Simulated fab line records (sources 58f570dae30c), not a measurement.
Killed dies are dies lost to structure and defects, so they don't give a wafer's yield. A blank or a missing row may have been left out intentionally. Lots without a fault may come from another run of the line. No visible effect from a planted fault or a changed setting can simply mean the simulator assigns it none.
fab line records	flow berkeleyCmos170
record: lots: 5	wafers: 23
route steps=331 shown PSD@176 NSD@190 SDANNEAL@205 SILICIDE@211 M1@242 M2@272
startH: start of the lot's first displayed wafer, in hours after the record's first day	waitH: how many hours have passed since the lot's step before this one	" same as the row above	L1.1+2: several wafers, shown together as one row	- no value, or no start given	* or withheld: withheld	< > ~ a bound
route shown NAME@n: names a module that has steps shown in the file, with the first one's number in the route	usual: mean and standard deviation over wafers with no fault	same: alike in all rows	chamber/n: place in a boat	sites: the reading at each site	_std_site: the standard deviation of these	_edge_site: outer sites' mean less inner sites'	radiusMm: how far each site lies from the wafer's centre	mask NAME#n: copy n	behind: the tool/chamber that last shaped the wafer	hold: why the lot was held/for how many hours/how that ended	device: the transistor (n, p or np) that didn't switch	end of line: at the end of the route, the tests of the same wafers	step lacking rows: just its recipe	killed: dies lost to structure and defects at the first sort, not the wafer's yield	map: a wafer's dies, marking killed ones x, the rest . and places with no die _
set.NAME: the setting the step ran with; set.NAME@STEP: the setting that earlier step ran with	model.NAME: the simulator's own value behind a step, which no gauge read
one table per step and one row per wafer, for lots whose settings were changed on purpose
== steps ==
step: UCB170_PSD_COAT_01
recipe: resist: KrF	spinRpm: 1500	resistThkNm: 900
lot.wafer	tool	chamber	startH	waitH	set.resistThkNm	model.KrF_of_PSD_COAT_01.thkNm
L075.1	lithoTrack-01	0	170.72	0.1	900	903.5
L075.2	"	0	"	"	900	903.7
L075.4	"	0	"	"	847.6	852.1
L075.5	"	0	"	"	900	903.9
L075.6	"	0	"	"	847.6	850.4
L080.1	lithoTrack-02	0	189.82	0.1	900	903.6
L080.5	"	0	"	"	900	904
L080.6	"	0	"	"	900	903.2
L076.1	lithoTrack-01	0	190.26	0.1	925	925.8
L076.2	"	0	"	"	925	924.5
L076.3	"	0	"	"	900	899.5
L076.5	"	0	"	"	900	893.8
L076.6	"	0	"	"	900	898.1
L079.1	lithoTrack-04	0	190.27	0.1	900	898.3
L079.2	"	0	"	"	900	900.7
L079.3	"	0	"	"	900	900.6
L079.5	"	0	"	"	900	900.1
L079.6	"	0	"	"	900	899.4
L084.1	lithoTrack-01	0	216.10	0.1	900	901.4
L084.2	"	0	"	"	866.6	869.3
L084.3	"	0	"	"	866.6	868.5
L084.4	"	0	"	"	866.6	869.5
L084.6	"	0	"	"	900	902.7
step: UCB170_PSD_SOFTBAKE_02
recipe: resist: KrF	tempC: 130	timeS: 60
step: UCB170_PSD_EXPOSE_03
recipe: maskId: PSELECT_MOD	na: 0.5	sigmaOuter: 0.6	sourceShape: conventional	targetCdNm: 1200	doseMj: 30
step: UCB170_PSD_IMPLANT_08
recipe: species: B	doseCm2: 3e+15	energyKev: 20	tiltDeg: 7
step: UCB170_PSD_STRIP_09
recipe: chemistry: O2	powerW: 400	pressureMtorr: 3500	platenTempC: withheld	o2FlowSccm: 400	overashFraction: 0.5
usual: stripTimeToEndpointS: 29.42/0.073
lot.wafer	tool	chamber	startH	waitH	set.resistThkNm@PSD_COAT_01	stripTimeToEndpointS
L075.1	plasmaAsher-03	0	171.84	0.1	900	29.52
L075.2	"	1	"	"	900	29.54
L075.4	"	0	"	"	847.6	28.23
L075.5	"	0	"	"	900	29.54
L075.6	"	1	"	"	847.6	28.23
L080.1	plasmaAsher-03	1	191.14	0.1	900	29.47
L080.5	"	1	"	"	900	29.44
L080.6	"	0	"	"	900	29.42
L076.1	plasmaAsher-01	1	191.26	0.1	925	29.96
L076.2	"	0	"	"	925	29.98
L076.3	"	1	"	"	900	29.38
L076.5	"	1	"	"	900	29.27
L076.6	"	0	"	"	900	29.33
L079.1	plasmaAsher-02	0	191.38	0.1	900	29.37
L079.2	"	1	"	"	900	29.47
L079.3	"	0	"	"	900	29.44
L079.5	"	1	"	"	900	29.44
L079.6	"	0	"	"	900	29.38
L084.1	plasmaAsher-01	1	217.43	0.1	900	29.54
L084.2	"	0	"	"	866.6	28.75
L084.3	"	1	"	"	866.6	28.74
L084.4	"	0	"	"	866.6	28.76
L084.6	"	1	"	"	900	29.54
step: UCB170_NSD_EXPOSE_03
recipe: maskId: NSELECT_MOD	na: 0.5	sigmaOuter: 0.6	sourceShape: conventional	targetCdNm: 1200	doseMj: 30
lot.wafer	tool	chamber	startH	waitH	mask	set.doseMj
L075.1+2+4+5+6	krfScanner-01	0	172.74	0.2	NSELECT_MOD#0	30
L080.1+5+6	krfScanner-02	0	191.97	0.1	NSELECT_MOD#0	30
L076.1+2+3	krfScanner-02	0	192.08	0.1	NSELECT_MOD#0	30
L076.5+6	"	0	"	"	NSELECT_MOD#0	30.86
L079.1+6	krfScanner-02	0	192.32	0.3	NSELECT_MOD#0	28.71
L079.2+3+5	"	0	"	"	NSELECT_MOD#0	30
L084.1+2	krfScanner-01	0	218.61	0.2	NSELECT_MOD#0	29.29
L084.3+4+6	"	0	"	"	NSELECT_MOD#0	30
step: UCB170_NSD_PEB_04
recipe: pebTempC: 130	pebTimeS: withheld	resist: KrF
step: UCB170_NSD_DEVELOP_05
recipe: developer: TMAH	developTimeS: 45	resist: KrF	devTempC: 21
step: UCB170_NSD_CD_MEAS_06
recipe: targetCdNm: 1200
usual: cdNm: 1199.6/1
lot.wafer	tool	chamber	startH	waitH	set.doseMj@NSD_EXPOSE_03	cdNm
L075.1	cdSem-01	-	173.85	-	30	1199.1
L075.2	"	-	"	"	30	1199.8
L075.4	"	-	"	"	30	1198.0
L075.5	"	-	"	"	30	1199.2
L075.6	"	-	"	"	30	1199.3
L080.1	cdSem-01	-	192.36	-	30	1199.8
L080.5	"	-	"	"	30	1198.3
L080.6	"	-	"	"	30	1198.8
L076.1	cdSem-02	-	192.48	-	30	1199.4
L076.2	"	-	"	"	30	1199.6
L076.3	"	-	"	"	30	1199.9
L076.5	"	-	"	"	30.86	1204.9
L076.6	"	-	"	"	30.86	1205.7
L079.1	cdSem-02	-	192.71	-	28.71	1191.1
L079.2	"	-	"	"	30	1199.6
L079.3	"	-	"	"	30	1200.7
L079.5	"	-	"	"	30	1199.7
L079.6	"	-	"	"	28.71	1192.3
L084.1	cdSem-01	-	219.30	-	29.29	1194.8
L084.2	"	-	"	"	29.29	1195.4
L084.3	"	-	"	"	30	1200.4
L084.4	"	-	"	"	30	1200.0
L084.6	"	-	"	"	30	1198.0
step: UCB170_NSD_IMPLANT_08
recipe: species: P	doseCm2: 3e+15	energyKev: 40	tiltDeg: 7
lot.wafer	tool	chamber	startH	waitH	set.doseCm2
L075.1+2+4+5+6	implanter-03	0	174.01	0.0	3e+15
L080.1+5+6	implanter-03	0	192.52	0.0	3e+15
L076.1+6	implanter-01	0	192.63	0.0	3.075e+15
L076.2+3+5	"	0	"	"	3e+15
L079.1+3+5	implanter-04	0	192.87	0.0	3e+15
L079.2+6	"	0	"	"	2.814e+15
L084.1+2+4	implanter-03	0	219.46	0.0	3.159e+15
L084.3+6	"	0	"	"	3e+15
step: UCB170_NSD_STRIP_09
recipe: chemistry: O2	powerW: 400	pressureMtorr: 3500	platenTempC: withheld	o2FlowSccm: 400	overashFraction: 0.5
usual: stripTimeToEndpointS: 35.81/0.064
lot.wafer	tool	chamber	startH	waitH	set.doseCm2@NSD_IMPLANT_08	stripTimeToEndpointS
L075.1	plasmaAsher-01	0	174.16	0.1	3e+15	35.79
L075.2	"	1	"	"	3e+15	35.74
L075.4	"	0	"	"	3e+15	35.75
L075.5	"	0	"	"	3e+15	35.80
L075.6	"	1	"	"	3e+15	35.84
L080.1	plasmaAsher-02	1	192.67	0.1	3e+15	35.79
L080.5	"	0	"	"	3e+15	35.92
L080.6	"	1	"	"	3e+15	35.86
L076.1	plasmaAsher-04	0	192.78	0.1	3.075e+15	36.01
L076.2	"	1	"	"	3e+15	35.80
L076.3	"	1	"	"	3e+15	35.79
L076.5	"	1	"	"	3e+15	35.77
L076.6	"	0	"	"	3.075e+15	36.16
L079.1	plasmaAsher-01	1	193.02	0.1	3e+15	35.78
L079.2	"	0	"	"	2.814e+15	35.08
L079.3	"	1	"	"	3e+15	35.74
L079.5	"	1	"	"	3e+15	35.75
L079.6	"	0	"	"	2.814e+15	35.16
L084.1	plasmaAsher-02	1	219.61	0.1	3.159e+15	36.24
L084.2	"	0	"	"	3.159e+15	36.28
L084.3	"	1	"	"	3e+15	35.78
L084.4	"	0	"	"	3.159e+15	36.32
L084.6	"	0	"	"	3e+15	35.84
step: UCB170_NSD_CLEAN_11
recipe: chemistry: SPM	tempC: 120	timeS: 600
step: UCB170_SDANNEAL_RTA_01
recipe: tempC: 1050	timeS: 5	ambient: N2
step: UCB170_SDANNEAL_RS_MEAS_03
recipe: thkMeasGauge: four-point-probe
usual: NSD_RS: 37.26/0.092
lot.wafer	tool	chamber	startH	waitH	set.doseCm2@NSD_IMPLANT_08	NSD_RS[ohm/sq]
L075.1	filmMetro-04	-	175.85	0.1	3e+15	37.23
L075.2	"	-	"	"	3e+15	37.29
L075.4	"	-	"	"	3e+15	37.30
L075.5	"	-	"	"	3e+15	37.24
L075.6	"	-	"	"	3e+15	37.19
L080.1	filmMetro-04	-	194.10	0.1	3e+15	37.37
L080.5	"	-	"	"	3e+15	37.27
L080.6	"	-	"	"	3e+15	37.18
L076.1	filmMetro-03	-	194.53	0.1	3.075e+15	36.75
L076.2	"	-	"	"	3e+15	37.15
L076.3	"	-	"	"	3e+15	37.03
L076.5	"	-	"	"	3e+15	37.20
L076.6	"	-	"	"	3.075e+15	36.68
L079.1	filmMetro-04	-	194.58	0.1	3e+15	37.46
L079.2	"	-	"	"	2.814e+15	38.52
L079.3	"	-	"	"	3e+15	37.33
L079.5	"	-	"	"	3e+15	37.25
L079.6	"	-	"	"	2.814e+15	38.54
L084.1	filmMetro-03	-	221.00	0.1	3.159e+15	36.33
L084.2	"	-	"	"	3.159e+15	36.40
L084.3	"	-	"	"	3e+15	37.22
L084.4	"	-	"	"	3.159e+15	36.34
L084.6	"	-	"	"	3e+15	37.22
step: UCB170_SILICIDE_SPUTTER_01
recipe: material: Ti	targetThkNm: 30	timeS: 25	powerW: 1500	chamberPressurePa: 0.5
lot.wafer	tool	chamber	startH	waitH	set.timeS	model.Ti_of_SILICIDE_SPUTTER_01.thkNm
L075.1	pvdSputter-01	-	176.27	0.0	25	30.19
L075.2	"	-	"	"	25	30.17
L075.4	"	-	"	"	25	30.15
L075.5	"	-	"	"	25	29.43
L075.6	"	-	"	"	25	29.98
L080.1	pvdSputter-03	-	194.52	0.0	25	29.71
L080.5	"	-	"	"	25	28.84
L080.6	"	-	"	"	25	29.99
L076.1	pvdSputter-04	-	194.96	0.0	25	30.27
L076.2	"	-	"	"	25	30.73
L076.3	"	-	"	"	27.72	32.89
L076.5	"	-	"	"	25	30.19
L076.6	"	-	"	"	27.72	32.9
L079.1	pvdSputter-01	-	195.00	0.0	21.69	26.04
L079.2	"	-	"	"	25	29.83
L079.3	"	-	"	"	21.69	26.5
L079.5	"	-	"	"	25	30.12
L079.6	"	-	"	"	21.69	25.48
L084.1	pvdSputter-01	-	221.43	0.0	21.31	25.43
L084.2	"	-	"	"	21.31	25.17
L084.3	"	-	"	"	21.31	25.97
L084.4	"	-	"	"	25	30.34
L084.6	"	-	"	"	25	30.6
step: UCB170_SILICIDE_RS_MEAS_02
recipe: thkMeasGauge: four-point-probe	reads: Ti_of_SILICIDE_SPUTTER_01
usual: SILICIDE_TI_RS: 26.3/0.44
lot.wafer	tool	chamber	startH	waitH	set.timeS@SILICIDE_SPUTTER_01	SILICIDE_TI_RS[ohm/sq]
L075.1	filmMetro-02	-	176.30	0.0	25	26.0
L075.2	"	-	"	"	25	26.0
L075.4	"	-	"	"	25	26.0
L075.5	"	-	"	"	25	26.7
L075.6	"	-	"	"	25	26.1
L080.1	filmMetro-02	-	194.56	0.0	25	26.4
L080.5	"	-	"	"	25	27.4
L080.6	"	-	"	"	25	26.1
L076.1	filmMetro-02	-	194.99	0.0	25	25.8
L076.2	"	-	"	"	25	25.4
L076.3	"	-	"	"	27.72	23.4
L076.5	"	-	"	"	25	25.9
L076.6	"	-	"	"	27.72	23.4
L079.1	filmMetro-02	-	195.17	0.1	21.69	31.0
L079.2	"	-	"	"	25	26.5
L079.3	"	-	"	"	21.69	30.5
L079.5	"	-	"	"	25	26.2
L079.6	"	-	"	"	21.69	31.9
L084.1	filmMetro-02	-	221.46	0.0	21.31	31.8
L084.2	"	-	"	"	21.31	32.1
L084.3	"	-	"	"	21.31	31.0
L084.4	"	-	"	"	25	25.8
L084.6	"	-	"	"	25	25.5
step: UCB170_SILICIDE_THK_MEAS_03
recipe: thkMeasGauge: xrf	reads: Ti_of_SILICIDE_SPUTTER_01
usual: SILICIDE_TI_THK: 29.6/0.48
lot.wafer	tool	chamber	startH	waitH	set.timeS@SILICIDE_SPUTTER_01	SILICIDE_TI_THK[nm]
L075.1	filmMetro-02	-	176.42	0.1	25	30.1
L075.2	"	-	"	"	25	30.0
L075.4	"	-	"	"	25	30.0
L075.5	"	-	"	"	25	29.4
L075.6	"	-	"	"	25	29.9
L080.1	filmMetro-02	-	194.68	0.1	25	29.5
L080.5	"	-	"	"	25	28.5
L080.6	"	-	"	"	25	29.9
L076.1	filmMetro-02	-	195.11	0.1	25	30.1
L076.2	"	-	"	"	25	30.4
L076.3	"	-	"	"	27.72	32.7
L076.5	"	-	"	"	25	30.0
L076.6	"	-	"	"	27.72	32.6
L079.1	filmMetro-02	-	195.29	0.1	21.69	25.8
L079.2	"	-	"	"	25	29.6
L079.3	"	-	"	"	21.69	26.3
L079.5	"	-	"	"	25	29.7
L079.6	"	-	"	"	21.69	25.3
L084.1	filmMetro-02	-	221.58	0.1	21.31	25.4
L084.2	"	-	"	"	21.31	25.1
L084.3	"	-	"	"	21.31	26.0
L084.4	"	-	"	"	25	30.3
L084.6	"	-	"	"	25	30.4
step: UCB170_M1_COAT_04
recipe: resist: KrF	spinRpm: 1500	resistThkNm: 900
lot.wafer	tool	chamber	startH	waitH	set.resistThkNm	model.KrF_of_M1_COAT_04.thkNm
L075.1	lithoTrack-02	0	-	-	885.4	890.4
L075.2	"	0	"	"	900	904.6
L075.4	"	0	"	"	885.4	889.8
L075.5	"	0	"	"	885.4	891.8
L075.6	"	0	"	"	900	902.5
L080.1	lithoTrack-01	0	-	-	900	898.4
L080.5	"	0	"	"	900	902.5
L080.6	"	0	"	"	900	899.7
L076.1	lithoTrack-04	0	-	-	917.6	920.9
L076.2	"	0	"	"	900	903.4
L076.3	"	0	"	"	900	900.1
L076.5	"	0	"	"	917.6	919.8
L076.6	"	0	"	"	917.6	917.6
L079.1	lithoTrack-01	0	-	-	900	902.6
L079.2	"	0	"	"	900	900.4
L079.3	"	0	"	"	920.5	917.9
L079.5	"	0	"	"	900	900.9
L079.6	"	0	"	"	920.5	919.8
L084.1	lithoTrack-02	0	-	-	900	902.8
L084.2	"	0	"	"	900	903.6
L084.3	"	0	"	"	900	898.3
L084.4	"	0	"	"	900	902
L084.6	"	0	"	"	900	903.9
step: UCB170_M2_SPUTTER_01
recipe: material: Al	targetThkNm: 900	timeS: 120	powerW: 6000	chamberPressurePa: 0.5
lot.wafer	tool	chamber	startH	waitH	set.timeS	model.Al_of_M2_SPUTTER_01.thkNm
L075.1	pvdSputter-04	-	190.72	0.0	120	916.2
L075.2	"	-	"	"	120	900.2
L075.4	"	-	"	"	120	911.6
L075.5	"	-	"	"	114.5	866.7
L075.6	"	-	"	"	114.5	866.1
L080.1	pvdSputter-02	-	208.64	0.0	120	886.3
L080.5	"	-	"	"	120	892.8
L080.6	"	-	"	"	120	895.9
L076.1	pvdSputter-03	-	208.79	0.0	120	905.9
L076.2	"	-	"	"	129.6	993.6
L076.3	"	-	"	"	129.6	976.9
L076.5	"	-	"	"	120	897.6
L076.6	"	-	"	"	129.6	989.8
L079.1	pvdSputter-04	-	209.07	0.0	126.7	960.5
L079.2	"	-	"	"	120	894.1
L079.3	"	-	"	"	120	906.5
L079.5	"	-	"	"	126.7	953.7
L079.6	"	-	"	"	120	894.6
L084.1	pvdSputter-03	-	233.75	0.0	120	894.1
L084.2	"	-	"	"	138	1035
L084.3	"	-	"	"	138	1021
L084.4	"	-	"	"	120	908.7
L084.6	"	-	"	"	120	901.4
step: UCB170_M2_RS_MEAS_02
recipe: thkMeasGauge: four-point-probe	reads: Al_of_M2_SPUTTER_01
usual: M2_AL_RS: 0.0320/0.00033
lot.wafer	tool	chamber	startH	waitH	set.timeS@M2_SPUTTER_01	M2_AL_RS[ohm/sq]
L075.1	filmMetro-02	-	190.80	0.0	120	0.0315
L075.2	"	-	"	"	120	0.0321
L075.4	"	-	"	"	120	0.0317
L075.5	"	-	"	"	114.5	0.0335
L075.6	"	-	"	"	114.5	0.0334
L080.1	filmMetro-02	-	208.72	0.0	120	0.0326
L080.5	"	-	"	"	120	0.0325
L080.6	"	-	"	"	120	0.0323
L076.1	filmMetro-03	-	208.88	0.0	120	0.0319
L076.2	"	-	"	"	129.6	0.0290
L076.3	"	-	"	"	129.6	0.0295
L076.5	"	-	"	"	120	0.0321
L076.6	"	-	"	"	129.6	0.0292
L079.1	filmMetro-01	-	209.15	0.0	126.7	0.0301
L079.2	"	-	"	"	120	0.0324
L079.3	"	-	"	"	120	0.0320
L079.5	"	-	"	"	126.7	0.0303
L079.6	"	-	"	"	120	0.0324
L084.1	filmMetro-02	-	233.83	0.0	120	0.0324
L084.2	"	-	"	"	138	0.0280
L084.3	"	-	"	"	138	0.0283
L084.4	"	-	"	"	120	0.0319
L084.6	"	-	"	"	120	0.0321
step: UCB170_M2_THK_MEAS_03
recipe: thkMeasGauge: xrf	reads: Al_of_M2_SPUTTER_01
usual: M2_AL_THK: 909/9.8
lot.wafer	tool	chamber	startH	waitH	set.timeS@M2_SPUTTER_01	M2_AL_THK[nm]
L075.1	filmMetro-02	-	190.92	0.1	120	922
L075.2	"	-	"	"	120	906
L075.4	"	-	"	"	120	919
L075.5	"	-	"	"	114.5	871
L075.6	"	-	"	"	114.5	868
L080.1	filmMetro-02	-	208.84	0.1	120	892
L080.5	"	-	"	"	120	897
L080.6	"	-	"	"	120	901
L076.1	filmMetro-03	-	209.00	0.1	120	908
L076.2	"	-	"	"	129.6	995
L076.3	"	-	"	"	129.6	984
L076.5	"	-	"	"	120	901
L076.6	"	-	"	"	129.6	996
L079.1	filmMetro-01	-	209.27	0.1	126.7	962
L079.2	"	-	"	"	120	888
L079.3	"	-	"	"	120	903
L079.5	"	-	"	"	126.7	952
L079.6	"	-	"	"	120	895
L084.1	filmMetro-02	-	233.95	0.1	120	902
L084.2	"	-	"	"	138	1045
L084.3	"	-	"	"	138	1032
L084.4	"	-	"	"	120	916
L084.6	"	-	"	"	120	915
step: UCB170_M2_STRIP_07
recipe: chemistry: O2	powerW: 400	pressureMtorr: 3500	platenTempC: withheld	o2FlowSccm: 400	overashFraction: 0.5
usual: stripTimeToEndpointS: 21.99/0.065
lot.wafer	tool	chamber	startH	waitH	set.o2FlowSccm	stripTimeToEndpointS
L075.1	plasmaAsher-04	0	191.43	0.1	400	22.10
L075.2	"	1	"	"	400	22.08
L075.4	"	0	"	"	400	22.09
L075.5	"	1	"	"	400	22.08
L075.6	"	0	"	"	400	22.08
L080.1	plasmaAsher-01	0	209.59	0.1	400	22.05
L080.5	"	1	"	"	400	22.01
L080.6	"	0	"	"	400	22.02
L076.1	plasmaAsher-04	0	209.95	0.1	400	22.05
L076.2	"	1	"	"	400	22.14
L076.3	"	1	"	"	400	22.09
L076.5	"	0	"	"	400	22.03
L076.6	"	1	"	"	400	22.13
L079.1	plasmaAsher-03	1	210.40	0.1	400	21.94
L079.2	"	0	"	"	400	21.95
L079.3	"	1	"	"	437.6	21.64
L079.5	"	0	"	"	437.6	21.63
L079.6	"	1	"	"	437.6	21.64
L084.1	plasmaAsher-01	1	235.16	0.1	449.3	21.60
L084.2	"	0	"	"	400	21.95
L084.3	"	0	"	"	449.3	21.68
L084.4	"	1	"	"	400	22.01
L084.6	"	0	"	"	449.3	21.60
step: UCB170_M2_ETCH_17
recipe: chemistry: N2/H2	targetDepthA: withheld	overetchA: withheld	target: BARC	timeS: withheld	sourceW: 500	biasW: 100	pressureMtorr: 30	n2FlowSccm: 100	h2FlowSccm: 200
lot.wafer	tool	chamber	startH	waitH	set.pressureMtorr
L075.1+2+4+5+6	rieDiel-02	0,1,3,0,3	192.75	0.0	30
L080.1+5+6	rieDiel-04	1,3,0	212.00	0.0	30
L076.1+2+3+5+6	rieDiel-04	2,0,3,3,0	212.65	0.0	34.38
L079.1+2+3+5+6	rieDiel-01	2,3,1,1,2	213.18	0.0	33.96
L084.1+2+3+4+6	rieDiel-04	1,3,2,0,2	237.86	0.0	28.5
step: UCB170_M2_METAL_ETCH_18
recipe: chemistry: Cl2/BCl3	target: Al	stopOn: SiO2	pressureMtorr: 12	targetDepthA: 11700	overEtchFrac: 0.3	timeS: 195	icpW: 600	biasW: 120	Cl2_flow_sccm: 90	bcl3FlowSccm: 45
usual: oesProductAu: 0.857/0.0093
lot.wafer	tool	chamber	startH	waitH	set.timeS@M2_SPUTTER_01	oesProductAu
L075.1	rieMetal-03	0	192.79	-	120	0.866
L075.2	"	1	"	"	120	0.857
L075.4	"	0	"	"	120	0.866
L075.5	"	1	"	"	114.5	0.837
L075.6	"	0	"	"	114.5	0.838
L080.1	rieMetal-01	0	212.05	-	120	0.838
L080.5	"	1	"	"	120	0.862
L080.6	"	0	"	"	120	0.839
L076.1	rieMetal-02	1	212.69	-	120	0.868
L076.2	"	0	"	"	129.6	0.904
L076.3	"	0	"	"	129.6	0.887
L076.5	"	1	"	"	120	0.864
L076.6	"	0	"	"	129.6	0.900
L079.1	rieMetal-03	0	213.22	-	126.7	0.887
L079.2	"	1	"	"	120	0.847
L079.3	"	1	"	"	120	0.856
L079.5	"	0	"	"	126.7	0.889
L079.6	"	1	"	"	120	0.849
L084.1	rieMetal-02	1	237.90	-	120	0.862
L084.2	"	0	"	"	138	0.913
L084.3	"	1	"	"	138	0.927
L084.4	"	0	"	"	120	0.848
L084.6	"	1	"	"	120	0.853
== key ==
split: step: UCB170_PSD_COAT_01	setting: resistThkNm	stated: 900	by: wafer
response: step: UCB170_PSD_COAT_01	reading: model.KrF_of_PSD_COAT_01.thkNm	change: +9.13	per: 1%	r: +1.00
response: step: UCB170_PSD_STRIP_09	reading: stripTimeToEndpointS	change: *	per: 1%	r: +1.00
split: step: UCB170_NSD_EXPOSE_03	setting: doseMj	stated: 30	by: wafer
response: step: UCB170_NSD_CD_MEAS_06	reading: cdNm	change: +1.92	per: 1%	r: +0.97
split: step: UCB170_NSD_IMPLANT_08	setting: doseCm2	stated: 3e+15	by: wafer
response: step: UCB170_NSD_STRIP_09	reading: stripTimeToEndpointS	change: *	per: 1%	r: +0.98
response: step: UCB170_SDANNEAL_RS_MEAS_03	reading: NSD_RS	change: -0.178	per: 1%	r: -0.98
split: step: UCB170_SILICIDE_SPUTTER_01	setting: timeS	stated: 25	by: wafer
response: step: UCB170_SILICIDE_SPUTTER_01	reading: model.Ti_of_SILICIDE_SPUTTER_01.thkNm	change: +0.299	per: 1%	r: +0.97
response: step: UCB170_SILICIDE_RS_MEAS_02	reading: SILICIDE_TI_RS	change: -0.345	per: 1%	r: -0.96
response: step: UCB170_SILICIDE_THK_MEAS_03	reading: SILICIDE_TI_THK	change: +0.293	per: 1%	r: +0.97
split: step: UCB170_M1_COAT_04	setting: resistThkNm	stated: 900	by: wafer
response: step: UCB170_M1_COAT_04	reading: model.KrF_of_M1_COAT_04.thkNm	change: +8.19	per: 1%	r: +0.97
split: step: UCB170_M2_SPUTTER_01	setting: timeS	stated: 120	by: wafer
response: step: UCB170_M2_SPUTTER_01	reading: model.Al_of_M2_SPUTTER_01.thkNm	change: +9.09	per: 1%	r: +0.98
response: step: UCB170_M2_RS_MEAS_02	reading: M2_AL_RS	change: -0.000297	per: 1%	r: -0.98
response: step: UCB170_M2_THK_MEAS_03	reading: M2_AL_THK	change: +9.3	per: 1%	r: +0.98
response: step: UCB170_M2_METAL_ETCH_18	reading: oesProductAu	change: +0.00458	per: 1%	r: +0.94
split: step: UCB170_M2_STRIP_07	setting: o2FlowSccm	stated: 400	by: wafer
response: step: UCB170_M2_STRIP_07	reading: stripTimeToEndpointS	change: *	per: 1%	r: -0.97
split: step: UCB170_M2_ETCH_17	setting: pressureMtorr	stated: 30	by: lot
response none clear
